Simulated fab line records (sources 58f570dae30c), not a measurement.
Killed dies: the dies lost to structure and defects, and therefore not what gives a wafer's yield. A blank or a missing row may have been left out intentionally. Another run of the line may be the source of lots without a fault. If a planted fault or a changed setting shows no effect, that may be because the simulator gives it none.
Code-filled problem report in 8D (eight disciplines) form || flow berkeley_cmos170 || the parts of the form that need people (team, actions taken, sign-off) are left out

== 1. WHAT WENT WRONG ==
Wafers without a fault read 700.3 nm, standard deviation 2.2; cd_nm at UCB170_M1_CD_MEAS_90 reads a mean of 688.3 nm on 6 wafers belonging to 2 lots. Relative to the usual mean, that is a shift of -5.4 standard deviations.
The step: target cd 700 nm.
Earliest sighting: wafer L309.3 on cd_sem-02 at day 9 22:40. At this step, 42 wafers from 14 lots have a number in the record. By rule, "out" or "out of limits" means more than 4 standard deviations away from the usual mean. The rest of the wafers with a number are treated as sound.

== 2. WHAT IT IS; WHAT IT IS NOT ==
{"question": "which readings at this step", "is": "cd_nm", "is not": "-"}
{"question": "which lots", "is": "L309, L311", "is not": "L299, L301, L302, L303, L304, L305, L312, L316, L317, L319, L320, L321"}
{"question": "which wafers of those lots", "is": "all that have a number", "is not": "-"}
{"question": "read on which gauges", "is": "cd_sem-02", "is not": "cd_sem-01"}
{"question": "when", "is": "from day 9 22:40", "is not": "up to then (18 sound wafers); but 18 sound wafers of L312, L316, L317, L319, L320, L321 came after"}

== 3. SUSPECTS, AND WHAT RULES EACH OUT ==
Counting: a tool at a process step up to the reading stays a suspect if it ran every lot that is out and no sound lot after the first of them.
- the gauge at UCB170_M1_CD_MEAS_90 is ruled out. All the wafers that are out were read on cd_sem-02, but those of them that UCB170_M1_METAL_ETCH_12 has rows for are out there too, on other tools.
- rie_metal-02 at UCB170_M1_METAL_ETCH_12 (etches Al in Cl2/BCl3, stops on PSG, target depth 780 nm, time 130 s): ruled out as a lasting fault. Sound lots L321, L320 ran on it after its first lot that is out, L309 (day 9 22:26).
Left after counting: nothing in the record.

== 4. THE CAUSE (what the simulator had put in) ==
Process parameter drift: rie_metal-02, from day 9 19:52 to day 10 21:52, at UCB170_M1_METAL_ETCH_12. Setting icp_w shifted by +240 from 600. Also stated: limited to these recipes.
It was ruled out by counting, in error; the rule expects a fault to strike all lots run on its tool from its start on, and this fault did not.

== 5. THE CHAIN OF EFFECTS, in route order ==
Rows list readings where the struck wafers' mean (over those with a number) sits beyond 3 standard deviations from the usual. Only readings for which the record gives a usual standard deviation are gone through. hours: the time from each lot's start at the first step in this table that gives one to its start at this step, as a median over the lots. sigmas: the change in usual standard deviations.
{"hours": 0, "step": "UCB170_M1_METAL_ETCH_12", "reading": "rf_fwd_power_W", "usual": "597.3 W", "on struck wafers": 837.2, "change": "+239.9", "sigmas": "+99 or more"}
{"hours": 0, "step": "UCB170_M1_STRIP_13", "reading": "oes_product_au", "usual": "0.720 a.u.", "on struck wafers": 0.617, "change": -0.103, "sigmas": -23}
{"hours": 0, "step": "UCB170_M1_CD_MEAS_90", "reading": "cd_nm", "usual": "700.3 nm", "on struck wafers": 688.3, "change": -12.0, "sigmas": -5.4}
The process steps in it:
- UCB170_M1_METAL_ETCH_12: etches Al in Cl2/BCl3, stops on PSG, target depth 780 nm, time 130 s.
- UCB170_M1_STRIP_13: strips in O2.

== 6. WHAT WOULD HAVE CAUGHT IT SOONER ==
3 hours passed between the start of the fault at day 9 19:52 and the first reading out of limits at a measuring or inspecting step in this record, taken at day 9 22:40.
Tool's own readings at UCB170_M1_METAL_ETCH_12, rf_fwd_power_W: out on all struck wafers the step has rows for; an alarm limit on them would have tripped on the first.
